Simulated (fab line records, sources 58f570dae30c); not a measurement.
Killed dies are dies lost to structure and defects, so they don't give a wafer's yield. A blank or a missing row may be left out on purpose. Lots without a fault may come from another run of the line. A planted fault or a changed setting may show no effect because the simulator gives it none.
Split-lot experiment | flow berkeley_cmos170 | 5 lots, 23 wafers read, on a route of 331 steps

THE SPLIT
At UCB170_NWELL_OXIDATION_01 (target thk 26.4 nm, ox time 1260 s), the setting temp_c was moved away from the recipe's 1000 C on 15 of the 23 wafers read, by -0.8% to +2.0%. The other wafers ran this setting at the recipe's value.

The file shows no step between the split and the reading.

THE READING
NWELL_OXIDE_THK, in nm, at UCB170_NWELL_THK_MEAS_02. Fault-free wafers of this fab line usually give 26.3 nm, standard deviation 0.37 nm.

wafer  | tool, chamber at the split | temp_c as run, C | against the recipe | NWELL_OXIDE_THK, nm | against lot-mates on the recipe
L075.1 | -, -                       | 1019             | +1.9%              | 31.0                | no lot-mate on the recipe
L075.2 | -, -                       | 1019             | +1.9%              | 30.9                | no lot-mate on the recipe
L075.3 | -, -                       | 1019             | +1.9%              | 31.1                | no lot-mate on the recipe
L075.4 | -, -                       | 1019             | +1.9%              | 31.2                | no lot-mate on the recipe
L075.5 | -, -                       | 1019             | +1.9%              | 31.1                | no lot-mate on the recipe
L076.1 | furnace-01, 0              | 1000             | recipe             | 26.2                | -
L076.2 | furnace-01, 0              | 1000             | recipe             | 25.9                | -
L076.6 | furnace-01, 0              | 1000             | recipe             | 25.8                | -
L077.1 | -, -                       | 992.4            | -0.8%              | 24.8                | no lot-mate on the recipe
L077.2 | -, -                       | 992.4            | -0.8%              | 24.8                | no lot-mate on the recipe
L077.3 | -, -                       | 992.4            | -0.8%              | 24.2                | no lot-mate on the recipe
L077.4 | -, -                       | 992.4            | -0.8%              | 24.9                | no lot-mate on the recipe
L077.5 | -, -                       | 992.4            | -0.8%              | 24.7                | no lot-mate on the recipe
L080.1 | -, -                       | 1000             | recipe             | 25.6                | -
L080.2 | -, -                       | 1000             | recipe             | 26.3                | -
L080.3 | -, -                       | 1000             | recipe             | 25.8                | -
L080.5 | -, -                       | 1000             | recipe             | 26.1                | -
L080.6 | -, -                       | 1000             | recipe             | 26.4                | -
L082.1 | -, -                       | 1020             | +2.0%              | 31.6                | no lot-mate on the recipe
L082.3 | -, -                       | 1020             | +2.0%              | 31.4                | no lot-mate on the recipe
L082.4 | -, -                       | 1020             | +2.0%              | 31.3                | no lot-mate on the recipe
L082.5 | -, -                       | 1020             | +2.0%              | 31.5                | no lot-mate on the recipe
L082.6 | -, -                       | 1020             | +2.0%              | 31.4                | no lot-mate on the recipe

THE FIT
A straight line over all 23 wafers: NWELL_OXIDE_THK changes by +2.52 nm for each +1% of temp_c; r = +0.99; the points scatter about the line by 0.32 nm.
Too few moved wafers have a lot-mate on the recipe to fit a line with each lot's own level taken away.

THE WHOLE CHAIN: every reading that the file lists as answering this split, in the file's order
step                      | what it does                       | reading                                                                            | change (the file's fit)              | r (the file's)
UCB170_NWELL_OXIDATION_01 | target thk 26.4 nm, ox time 1260 s | SiO2_of_NWELL_OXIDATION_01.thk_nm (the simulator's own value, which no gauge read) | +2.53 nm for each +1% of the setting | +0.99
UCB170_NWELL_THK_MEAS_02  |                                    | NWELL_OXIDE_THK                                                                    | +2.52 for each +1% of the setting    | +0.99

THE FILE'S OWN FIT
NWELL_OXIDE_THK changes by +2.52 nm for each +1% of temp_c, r = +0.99.
